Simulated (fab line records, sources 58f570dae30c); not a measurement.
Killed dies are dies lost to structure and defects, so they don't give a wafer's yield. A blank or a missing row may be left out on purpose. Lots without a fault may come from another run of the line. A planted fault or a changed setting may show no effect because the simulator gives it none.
fab line records | flow berkeley_cmos170
record lots=5 wafers=15 last_day=13
route steps=331 shown BACKSIDE@200 SDANNEAL@204 PSD@206 NSD@207 PLDD@208 NLDD@209 SILICIDE@210 CONTACT@216
lots that met no fault: from a run of the same line without faults
start_h: hours from the record's first day to the start of the lot's first wafer shown | wait_h: hours since the lot's step before | " the same as in the row above | L1.1+2: a row that stands for several wafers | - no value, or no start given | * or withheld: withheld | < > ~ a bound
route shown NAME@n: a module of which the file shows steps, and the number in the route of the first | usual: mean/standard deviation of fault-free wafers | same: alike in all rows | chamber/n: place in a boat | sites: the reading at each site | _std_site: their standard deviation | _edge_site: outer sites' mean less inner sites' | radius_mm: how far each site lies from the wafer's centre | mask NAME#n: copy n | behind: the tool/chamber that last shaped the wafer | hold: why the lot was held/for how many hours/how that ended | device: the transistor (n, p or np) that didn't switch | end of line: the same wafers' tests at the end of the route | a step without rows: its recipe alone | killed: dies lost to structure and defects at the first sort, not the wafer's yield | map: a wafer's dies, x killed, . not, _ none there
set.NAME: the setting as run; set.NAME@STEP: as run at that earlier step | model.NAME: the simulator's own value behind a step, which no gauge read
lots at some steps of the route; a table a step, a row a wafer
services: from which hour (start_h, from the record's first day; less than 0 if before it) a tool's chamber was out of use, for how many hours, and why
## steps
# step UCB170_BACKSIDE_COAT_01
# recipe resist=KrF spin_rpm=1500 resist_thk_nm=900
# columns lot.wafer tool chamber start_h wait_h
L074.2+4+6 litho_track-02 0 160.26 0.1
L078.3+4+6 litho_track-02 0 194.64 0.1
L090.1+2+3 litho_track-03 0 262.23 0.1
L092.1+2+5 litho_track-04 0 269.93 0.1
L094.2+5+6 litho_track-03 0 279.53 0.1
# step UCB170_BACKSIDE_SOFTBAKE_02
# recipe resist=KrF temp_c=130 time_s=60
# columns lot.wafer tool chamber start_h wait_h
L074.2+4+6 litho_track-02 0 160.41 0.1
L078.3+4+6 litho_track-02 0 194.79 0.1
L090.1+2+3 litho_track-03 0 262.38 0.1
L092.1+2+5 litho_track-04 0 270.08 0.1
L094.2+5+6 litho_track-03 0 279.68 0.1
# step UCB170_BACKSIDE_STRIP_03
# recipe chemistry=O2 power_w=400 pressure_mtorr=3500 platen_temp_c=withheld o2_flow_sccm=400 overash_fraction=0.5
# usual drypump_motor_current_A=5.7/0.52 oes_product_au=0.734/0.0047 strip_time_to_endpoint_s=22.00/0.065
# columns lot.wafer tool chamber start_h wait_h drypump_motor_current_A oes_product_au rf_hours_counter_h strip_time_to_endpoint_s
L074.2 plasma_asher-01 0 160.53 0.1 5.1 0.744 4 22.05
L074.4 " 1 " " 5.7 0.727 - 22.10
L074.6 " 0 " " 5.1 0.737 - 22.09
L078.3 plasma_asher-03 1 194.92 0.1 5.3 0.735 - 22.00
L078.4 " 0 " " 6.5 0.728 - 22.04
L078.6 " 0 " " 6.5 0.731 - 21.99
L090.1 plasma_asher-01 1 262.53 0.1 5.7 0.732 17 22.03
L090.2 " 0 " " 5.1 0.736 17 22.03
L090.3 " 1 " " 5.7 0.731 - 22.02
L092.1 plasma_asher-03 1 270.23 0.1 5.3 0.735 60 22.01
L092.2 " 0 " " 6.5 0.735 60 21.95
L092.5 " 1 " " 5.3 0.735 - 21.95
L094.2 plasma_asher-01 0 279.81 0.1 5.1 0.737 19 22.01
L094.5 " 1 " " 5.7 0.742 - 22.05
L094.6 " 0 " " 5.2 0.726 - 22.06
# step UCB170_BACKSIDE_CLEAN_04
# recipe chemistry=SPM temp_c=120 time_s=600
# columns lot.wafer tool chamber start_h wait_h
L074.2+4+6 wet_bench-03 3 160.63 0.1
L078.3+4+6 wet_bench-03 3 194.99 0.0
L090.1+2+3 wet_bench-03 2 262.63 0.1
L092.1+2+5 wet_bench-03 1 270.33 0.1
L094.2+5+6 wet_bench-04 3 279.91 0.1
# step UCB170_SDANNEAL_RTA_00
# recipe temp_c=900 time_s=10 ambient=N2
# usual anneal_temp_c_max=903.2/0.64 lamp_power_pct=24/3.1 wafer_temp_C_max=904.1/1.5
# columns lot.wafer tool chamber start_h wait_h anneal_temp_c_max lamp_power_pct wafer_temp_C_max
L074.2 rtp_anneal-01 0 160.82 0.0 904.2 27 904.5
L074.4 " 0 " " 903.6 27 907.3
L074.6 " 0 " " 903.5 27 905.9
L078.3 rtp_anneal-02 0 195.18 0.0 903.5 21 902.7
L078.4 " 0 " " 903.0 21 903.0
L078.6 " 0 " " 903.4 21 902.2
L090.1 rtp_anneal-01 0 262.82 0.0 902.7 27 906.6
L090.2 " 0 " " 903.2 27 906.3
L090.3 " 0 " " 903.5 27 906.4
L092.1 rtp_anneal-02 0 270.52 0.0 903.2 21 902.4
L092.2 " 0 " " 903.1 21 902.1
L092.5 " 0 " " 904.0 21 902.8
L094.2 rtp_anneal-01 0 280.09 0.0 904.4 27 905.2
L094.5 " 0 " " 903.6 27 905.8
L094.6 " 0 " " 904.5 27 905.3
# step UCB170_SDANNEAL_RTA_01
# recipe temp_c=1050 time_s=5 ambient=N2
# usual anneal_temp_c_max=1053.9/0.86 lamp_power_pct=36/4.8 wafer_temp_C_max=1054.8/1.7
# columns lot.wafer tool chamber start_h wait_h anneal_temp_c_max lamp_power_pct wafer_temp_C_max
L074.2 rtp_anneal-01 0 160.89 0.1 1054.5 41 1055.7
L074.4 " 0 " " 1054.5 41 1055.0
L074.6 " 0 " " 1053.7 41 1057.4
L078.3 rtp_anneal-02 0 195.25 0.1 1053.0 32 1053.2
L078.4 " 0 " " 1053.3 32 1053.4
L078.6 " 0 " " 1053.7 32 1053.7
L090.1 rtp_anneal-01 0 262.89 0.1 1054.9 41 1056.8
L090.2 " 0 " " 1055.5 41 1057.1
L090.3 " 0 " " 1053.7 41 1058.6
L092.1 rtp_anneal-02 0 270.59 0.1 1054.3 32 1055.8
L092.2 " 0 " " 1053.6 32 1053.1
L092.5 " 0 " " 1053.4 32 1054.4
L094.2 rtp_anneal-01 0 280.16 0.1 1053.5 41 1057.1
L094.5 " 0 " " 1053.5 41 1056.7
L094.6 " 0 " " 1054.4 41 1057.4
# step UCB170_SDANNEAL_RS_MEAS_02
# recipe thk_meas_gauge=four-point-probe
# usual PSD_RS=75.62/0.27
# columns lot.wafer tool chamber start_h wait_h PSD_RS[ohm/sq]
L074.2 film_metro-04 - 160.99 0.1 75.54
L074.4 " - " " 75.54
L074.6 " - " " 75.46
L078.3 film_metro-04 - 195.33 0.1 75.26
L078.4 " - " " 75.42
L078.6 " - " " 75.30
L090.1 film_metro-02 - 262.94 0.0 75.67
L090.2 " - " " 75.61
L090.3 " - " " 75.56
L092.1 film_metro-04 - 270.64 0.0 75.59
L092.2 " - " " 75.34
L092.5 " - " " 75.68
L094.2 film_metro-01 - 280.23 0.1 75.43
L094.5 " - " " 75.71
L094.6 " - " " 75.42
# step UCB170_SDANNEAL_RS_MEAS_03
# recipe thk_meas_gauge=four-point-probe
# usual NSD_RS=37.28/0.11
# columns lot.wafer tool chamber start_h wait_h NSD_RS[ohm/sq]
L074.2 film_metro-04 - 161.11 0.1 37.20
L074.4 " - " " 37.16
L074.6 " - " " 37.12
L078.3 film_metro-04 - 195.45 0.1 37.04
L078.4 " - " " 37.16
L078.6 " - " " 37.10
L090.1 film_metro-02 - 263.06 0.1 37.41
L090.2 " - " " 37.38
L090.3 " - " " 37.36
L092.1 film_metro-04 - 270.76 0.1 37.26
L092.2 " - " " 37.34
L092.5 " - " " 37.23
L094.2 film_metro-01 - 280.35 0.1 37.34
L094.5 " - " " 37.26
L094.6 " - " " 37.27
# step UCB170_SDANNEAL_RS_MEAS_04
# recipe thk_meas_gauge=four-point-probe
# usual PLDD_RS=1032/3
# columns lot.wafer tool chamber start_h wait_h PLDD_RS[ohm/sq]
L074.2 film_metro-04 - 161.23 0.1 1034
L074.4 " - " " 1030
L074.6 " - " " 1031
L078.3 film_metro-04 - 195.57 0.1 1029
L078.4 " - " " 1029
L078.6 " - " " 1030
L090.1 film_metro-02 - 263.18 0.1 1034
L090.2 " - " " 1037
L090.3 " - " " 1036
L092.1 film_metro-04 - 270.88 0.1 1036
L092.2 " - " " 1034
L092.5 " - " " 1032
L094.2 film_metro-01 - 280.47 0.1 1034
L094.5 " - " " 1031
L094.6 " - " " 1035
# step UCB170_SDANNEAL_RS_MEAS_05
# recipe thk_meas_gauge=four-point-probe
# usual NLDD_RS=616.6/1.6
# columns lot.wafer tool chamber start_h wait_h NLDD_RS[ohm/sq]
L074.2 film_metro-04 - 161.35 0.1 615.4
L074.4 " - " " 617.0
L074.6 " - " " 615.2
L078.3 film_metro-04 - 195.69 0.1 615.6
L078.4 " - " " 613.8
L078.6 " - " " 614.5
L090.1 film_metro-02 - 263.30 0.1 618.8
L090.2 " - " " 617.1
L090.3 " - " " 617.7
L092.1 film_metro-04 - 271.00 0.1 615.2
L092.2 " - " " 615.7
L092.5 " - " " 613.9
L094.2 film_metro-01 - 280.59 0.1 615.5
L094.5 " - " " 615.3
L094.6 " - " " 615.9
# step UCB170_SILICIDE_PRE_CLEAN_00
# recipe gas=Ar preclean_etch_time_s=60
# columns lot.wafer tool chamber start_h wait_h
L074.2+4+6 pvd_sputter-01 - 161.45 0.1
L078.3+4+6 pvd_sputter-03 - 195.77 0.1
L090.1+2+3 pvd_sputter-01 - 263.42 0.1
L092.1+2+5 pvd_sputter-01 - 271.12 0.1
L094.2+5+6 pvd_sputter-01 - 280.69 0.1
# step UCB170_SILICIDE_SPUTTER_01
# recipe material=Ti target_thk_nm=30 time_s=25 power_w=1480 chamber_pressure_pa=0.5
# usual throttle_valve_pct=30.1/0.57
# columns lot.wafer tool chamber start_h wait_h throttle_valve_pct
L074.2 pvd_sputter-01 - 161.52 0.0 30.1
L074.4 " - " " 30.6
L074.6 " - " " 29.9
L078.3 pvd_sputter-03 - 195.83 0.0 30.4
L078.4 " - " " 30.0
L078.6 " - " " 30.6
L090.1 pvd_sputter-01 - 263.49 0.0 30.8
L090.2 " - " " 30.6
L090.3 " - " " 29.7
L092.1 pvd_sputter-01 - 271.20 0.0 30.4
L092.2 " - " " 29.4
L092.5 " - " " 30.2
L094.2 pvd_sputter-01 - 280.76 0.0 29.9
L094.5 " - " " 30.6
L094.6 " - " " 30.1
# step UCB170_SILICIDE_RS_MEAS_02
# recipe thk_meas_gauge=four-point-probe reads=Ti_of_SILICIDE_SPUTTER_01
# usual SILICIDE_TI_RS=26.50/0.29
# columns lot.wafer tool chamber start_h wait_h SILICIDE_TI_RS[ohm/sq]
L074.2 film_metro-04 - 161.57 0.0 26.23
L074.4 " - " " 26.75
L074.6 " - " " 26.41
L078.3 film_metro-03 - 195.90 0.1 25.85
L078.4 " - " " 25.85
L078.6 " - " " 25.75
L090.1 film_metro-02 - 263.52 0.0 26.60
L090.2 " - " " 26.57
L090.3 " - " " 26.94
L092.1 film_metro-03 - 271.23 0.0 26.71
L092.2 " - " " 26.58
L092.5 " - " " 26.29
L094.2 film_metro-03 - 280.82 0.0 26.07
L094.5 " - " " 26.35
L094.6 " - " " 26.26
# step UCB170_SILICIDE_THK_MEAS_03
# recipe thk_meas_gauge=xrf reads=Ti_of_SILICIDE_SPUTTER_01
# usual SILICIDE_TI_THK=29.0/0.37
# columns lot.wafer tool chamber start_h wait_h SILICIDE_TI_THK[nm]
L074.2 film_metro-04 - 161.68 0.1 29.0
L074.4 " - " " 28.5
L074.6 " - " " 28.9
L078.3 film_metro-03 - 196.00 0.1 29.8
L078.4 " - " " 29.7
L078.6 " - " " 29.9
L090.1 film_metro-02 - 263.64 0.1 28.7
L090.2 " - " " 28.6
L090.3 " - " " 28.3
L092.1 film_metro-03 - 271.35 0.1 28.8
L092.2 " - " " 29.0
L092.5 " - " " 29.2
L094.2 film_metro-03 - 280.93 0.1 29.5
L094.5 " - " " 29.2
L094.6 " - " " 29.4
# step UCB170_SILICIDE_RTA_04
# recipe temp_c=650 time_s=15 ambient=N2
# usual anneal_temp_c_max=652.3/0.56 lamp_power_pct=10.2/1.3 wafer_temp_C_max=653.1/1.1
# columns lot.wafer tool chamber start_h wait_h anneal_temp_c_max lamp_power_pct wafer_temp_C_max
L074.2 rtp_anneal-01 0 161.74 0.1 651.7 11.5 653.8
L074.4 " 0 " " 652.7 11.5 654.6
L074.6 " 0 " " 652.3 11.5 653.9
L078.3 rtp_anneal-01 0 196.07 0.1 653.1 11.5 654.4
L078.4 " 0 " " 653.6 11.4 653.4
L078.6 " 0 " " 652.6 11.5 654.0
L090.1 rtp_anneal-01 0 263.70 0.1 652.6 11.5 654.5
L090.2 " 0 " " 654.2 11.4 655.0
L090.3 " 0 " " 652.4 11.4 655.2
L092.1 rtp_anneal-02 0 271.41 0.1 652.5 8.8 650.8
L092.2 " 0 " " 651.7 8.8 651.7
L092.5 " 0 " " 653.5 8.8 651.6
L094.2 rtp_anneal-02 0 280.99 0.1 651.4 8.8 652.4
L094.5 " 0 " " 652.4 8.8 652.7
L094.6 " 0 " " 653.1 8.8 652.7
# step UCB170_SILICIDE_WET_ETCH_05
# recipe chemistry=SPM time_s=45 temp_c=120 target=Ti
# columns lot.wafer tool chamber start_h wait_h
L074.2+4+6 wet_bench-04 1 161.80 0.1
L078.3+4+6 wet_bench-03 2 196.12 0.0
L090.1+2+3 wet_bench-03 2 263.78 0.1
L092.1+2+5 wet_bench-03 2 271.49 0.1
L094.2+5+6 wet_bench-04 2 281.05 0.1
# step UCB170_CONTACT_CLEAN_00
# recipe chemistry=SPM temp_c=120 time_s=600
# columns lot.wafer tool chamber start_h wait_h
L074.2+4+6 wet_bench-04 1 161.82 0.0
L078.3+4+6 wet_bench-04 3 196.14 0.0
L090.1+2+3 wet_bench-03 1 263.80 0.0
L092.1+2+5 wet_bench-01 1 271.51 0.0
L094.2+5+6 wet_bench-03 0 281.07 0.0
## services
# columns tool chamber start_h hours kind
plasma_asher-01 - 137.98 2.1 repair
pvd_sputter-03 - 168.62 5.2 repair
plasma_asher-03 - 177.36 1.8 repair
pvd_sputter-01 - 257.55 5.3 repair
plasma_asher-03 - 258.62 0.9 repair
## key
fault none
